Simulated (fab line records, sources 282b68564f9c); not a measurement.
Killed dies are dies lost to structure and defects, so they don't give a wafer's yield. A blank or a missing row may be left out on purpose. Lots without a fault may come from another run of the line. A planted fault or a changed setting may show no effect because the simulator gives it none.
Which tool did it? | flow rit_cmos | 14 lots, 42 wafers sampled, at 3 steps of a route of 202

WHAT THE GAUGES READ, wafer by wafer
RIT_PLDD_TW_MEAS_10.
lot  | measured    | on            | PLDD_TW
L866 | day 2 20:40 | film_metro-04 | 2314 2325 2327
L867 | day 2 23:45 | film_metro-03 | 2336 2331 2331
L868 | day 3 07:00 | film_metro-04 | 2325 2336 2338
L869 | day 3 10:59 | film_metro-02 | 2329 2326 2315
L870 | day 3 17:26 | film_metro-03 | 2334 2330 2331
L871 | day 3 20:54 | film_metro-04 | 2343 2333 2324
L875 | day 4 17:17 | film_metro-04 | 2311 2329 2304
L876 | day 4 20:59 | film_metro-03 | 1672 1670 1667
L878 | day 5 06:52 | film_metro-04 | 1665 1671 1666
L883 | day 6 08:51 | film_metro-03 | 2325 2335 2333
L884 | day 6 14:05 | film_metro-03 | 2342 2348 2339
L887 | day 7 06:19 | film_metro-03 | 2357 2330 2338
L888 | day 7 11:25 | film_metro-04 | 2314 2324 2330
L889 | day 7 18:35 | film_metro-02 | 2321 2313 2324

RIT_SDANNEAL_RS_MEAS_06: measures by four-point-probe.
lot  | measured    | on            | PLDD_RS (ohm/sq)
L866 | day 3 03:04 | film_metro-03 | 179.0 179.0 179.5
L867 | day 3 06:04 | film_metro-02 | 177.8 178.0 178.2
L868 | day 3 13:13 | film_metro-03 | 178.6 178.9 178.7
L869 | day 3 17:21 | film_metro-02 | 179.5 179.5 179.6
L870 | day 3 23:47 | film_metro-03 | 178.5 178.8 178.5
L871 | day 4 03:14 | film_metro-03 | 178.5 178.3 178.4
L875 | day 4 23:29 | film_metro-04 | 178.0 177.8 178.0
L876 | day 5 03:50 | film_metro-02 | 425.8 428.7 428.3
L878 | day 5 13:30 | film_metro-03 | 422.8 418.2 422.0
L883 | day 6 15:01 | film_metro-02 | 179.2 178.8 179.5
L884 | day 6 20:17 | film_metro-02 | 179.1 179.4 179.0
L887 | day 7 12:37 | film_metro-03 | 179.2 179.0 178.6
L888 | day 7 17:43 | film_metro-02 | 179.3 179.0 178.7
L889 | day 8 02:14 | film_metro-03 | 178.6 178.6 179.0

WHICH TOOL RAN EACH LOT (tool, then ch and the chambers of the sampled wafers, then the start)
lot  | RIT_PLDD_IMPLANT_08
L866 | implanter-03 ch 0, day 2 20:20
L867 | implanter-02 ch 0, day 2 23:26
L868 | implanter-03 ch 0, day 3 06:40
L869 | implanter-03 ch 0, day 3 10:39
L870 | implanter-03 ch 0, day 3 17:07
L871 | implanter-03 ch 0, day 3 20:34
L875 | implanter-03 ch 0, day 4 16:58
L876 | implanter-02 ch 0, day 4 20:40
L878 | implanter-02 ch 0, day 5 06:32
L883 | implanter-01 ch 0, day 6 08:32
L884 | implanter-03 ch 0, day 6 13:47
L887 | implanter-03 ch 0, day 7 06:00
L888 | implanter-03 ch 0, day 7 11:05
L889 | implanter-03 ch 0, day 7 18:18
- RIT_PLDD_IMPLANT_08

WHAT THE TOOLS THEMSELVES READ (means of the sampled wafers that have a number; where no wafer has one, the mark that the record gives instead)
RIT_PLDD_IMPLANT_08.
lot  | tool         | dose_ions_cm2 | end_station_pressure_torr (Torr) | faraday_current_uA
L866 | implanter-03 | 9.007e+14     | 7.4e-06                          | 2800
L867 | implanter-02 | 9.003e+14     | 7.5e-06                          | 2782
L868 | implanter-03 | 8.996e+14     | 7.3e-06                          | 2823
L869 | implanter-03 | 9.003e+14     | 7.2e-06                          | 2825
L870 | implanter-03 | 9.005e+14     | 7.2e-06                          | 2816
L871 | implanter-03 | 8.999e+14     | 7.3e-06                          | 2784
L875 | implanter-03 | 8.992e+14     | 7.0e-06                          | 2780
L876 | implanter-02 | 2.701e+14     | 5.7e-06                          | 848
L878 | implanter-02 | 2.702e+14     | 5.7e-06                          | 838
L883 | implanter-01 | 9.005e+14     | 7.7e-06                          | 2815
L884 | implanter-03 | 8.992e+14     | 7.0e-06                          | 2850
L887 | implanter-03 | 9.004e+14     | 7.0e-06                          | 2777
L888 | implanter-03 | 9.008e+14     | 6.9e-06                          | 2786
L889 | implanter-03 | 8.994e+14     | 7.3e-06                          | 2881

THE ANSWER, worked out from the rows above alone
Rule: what is usual is taken from the lots themselves. Put in order of their means at a reading, lots are off if they are a third of the lots or fewer, leave a main group of 4 or more, and stand apart from it by a gap of 3 or more times the standard deviation of the main group's means; of several such gaps the widest counts. A main group whose means are all the same, to the digits that the tables above print for the reading, isn't used. A lot without any number at a reading at which 4 lots or more have one is off too. The other lots that the step has rows for count as sound. The gauges are gone through in route order, then the tools' own readings, and for those a lot's mean is taken as printed above. The first step at which some lot is off is used, and at that step the reading that is off furthest; a lot without a number counts as furthest.
Off: L876, L878, at RIT_PLDD_TW_MEAS_10 (PLDD_TW). The main group: mean 2329, standard deviation 8.3.
A tool fits if, at a process step before that reading, it ran every lot that is off, and no sound lot after the first of them. The gauges at RIT_PLDD_TW_MEAS_10 aren't tried: what is off there is off at RIT_PLDD_IMPLANT_08 too, on other tools, and a gauge's error can't cause that. One fits: implanter-02 at RIT_PLDD_IMPLANT_08. Its last sound lot is L867 (day 2 23:26), its first lot that is off L876 (day 4 20:40): a fault that began between those two fits.
The tool's own readings at RIT_PLDD_IMPLANT_08 bear it out: on the lots that are off they differ by more than 5 times the standard deviation of the sound lots' means. dose_ions_cm2 reads 2.702e+14 there against 9.001e+14 on the sound lots; end_station_pressure_torr reads 5.7e-06 Torr there against 7.2e-06 Torr on the sound lots; faraday_current_uA reads 843 there against 2810 on the sound lots.

WHAT THE SIMULATOR HAD PUT IN
Process parameter drift: implanter-02, from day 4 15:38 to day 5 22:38, at RIT_PLDD_IMPLANT_08. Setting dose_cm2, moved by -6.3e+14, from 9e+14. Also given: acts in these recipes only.
Lots struck among those shown: L876, L878. The rule above found the same.
